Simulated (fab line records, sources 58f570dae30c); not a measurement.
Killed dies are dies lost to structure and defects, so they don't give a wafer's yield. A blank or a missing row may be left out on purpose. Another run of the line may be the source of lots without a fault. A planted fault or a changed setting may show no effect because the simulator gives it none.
Check of tool commonality ; flow berkeley cmos170 ; Sample size 11 lots and 33 wafers

== REASON FOR OPENING ==
Of 11 lots, 2 have the reading PLDD_TW flagged at UCB170_PLDD_TW_MEAS_11. Fault-free wafers read 1019, with a standard deviation of 8.9.
Rule: flag the lot when none of its wafers has a number, or when each of its wafers that has one lies beyond 4 standard deviations from that mean. The other lots count as sound.

lot;measured;on;PLDD_TW, wafer by wafer;flag
L749;day 7 11:28;film metro-02;1120 1114 1117;FLAGGED
L752;day 7 19:30;film metro-02;1118 1119 1117;FLAGGED
L757;day 9 01:04;film metro-02;1024 1027 1032;
L758;day 9 01:19;film metro-04;1021 1017 1023;
L760;day 9 09:47;film metro-02;1034 1031 1032;
L761;day 9 10:20;film metro-02;1025 1032 1021;
L762;day 10 01:17;film metro-02;1031 1023 1023;
L764;day 10 12:08;film metro-01;1016 1009 1016;
L765;day 10 12:47;film metro-02;1021 1026 1022;
L766;day 10 13:09;film metro-01;1015 1015 1017;
L767;day 10 22:16;film metro-02;1026 1021 1021;
Average over the flagged lots: 1118; offset from the usual +98, equal to +11 standard deviations.

== TOOL THAT RAN EACH LOT ==
The record keeps 1 process step preceding the reading, out of 331 steps on the route. Every cell lists first the tool, next ch and the chambers used by the sampled wafers, and last the start.
lot;flag;UCB170_PLDD_IMPLANT_08
L749;FLAGGED;implanter-03 ch 0, day 7 11:04
L752;FLAGGED;implanter-03 ch 0, day 7 19:07
L757;;implanter-01 ch 0, day 9 00:40
L758;;implanter-02 ch 0, day 9 00:55
L760;;implanter-01 ch 0, day 9 09:23
L761;;implanter-02 ch 0, day 9 09:57
L762;;implanter-01 ch 0, day 10 00:56
L764;;implanter-02 ch 0, day 10 11:46
L765;;implanter-01 ch 0, day 10 12:24
L766;;implanter-02 ch 0, day 10 12:47
L767;;implanter-03 ch 0, day 10 21:52
What is done by these steps:
- UCB170_PLDD_IMPLANT_08
- UCB170_PLDD_TW_MEAS_11

== FLAGGED OVER TOTAL, TOOL BY TOOL (the gauges that took the reading come last) ==
step;tool;lots run;flagged;share of the flagged lots;sound lots run after its first flagged lot
UCB170_PLDD_IMPLANT_08;implanter-01;4;0;none;-
UCB170_PLDD_IMPLANT_08;implanter-02;4;0;none;-
UCB170_PLDD_IMPLANT_08;implanter-03;3;2;all;1 (L767)
UCB170_PLDD_TW_MEAS_11;film metro-01;2;0;none;-
UCB170_PLDD_TW_MEAS_11;film metro-02;8;2;all;6 (L757,L760,L761,L762,L765,L767)
UCB170_PLDD_TW_MEAS_11;film metro-04;1;0;none;-

== WHAT IS ALLOWED BY THE TABLE ==
2 rows of the table ran every flagged lot: implanter-03 at UCB170_PLDD_IMPLANT_08, film metro-02 at UCB170_PLDD_TW_MEAS_11.
- implanter-03 at UCB170_PLDD_IMPLANT_08: 2 of its 3 lots flagged. After the first flagged lot (L767), sound lots still ran on it; a lasting fault on the whole tool would not permit that. Its own readings lie more than 4 standard deviations out on every wafer of the flagged lots: beam on s, dose ions cm2.
- film metro-02 at UCB170_PLDD_TW_MEAS_11: 2 of its 8 lots flagged. After the first flagged lot (L757, L760, L761, L762, L765, L767), sound lots still ran on it; a lasting fault on the whole tool would not permit that.
None of the table's rows ran every flagged lot and, after the first, no sound lot.

== WHAT WAS PUT IN BY THE SIMULATOR ==
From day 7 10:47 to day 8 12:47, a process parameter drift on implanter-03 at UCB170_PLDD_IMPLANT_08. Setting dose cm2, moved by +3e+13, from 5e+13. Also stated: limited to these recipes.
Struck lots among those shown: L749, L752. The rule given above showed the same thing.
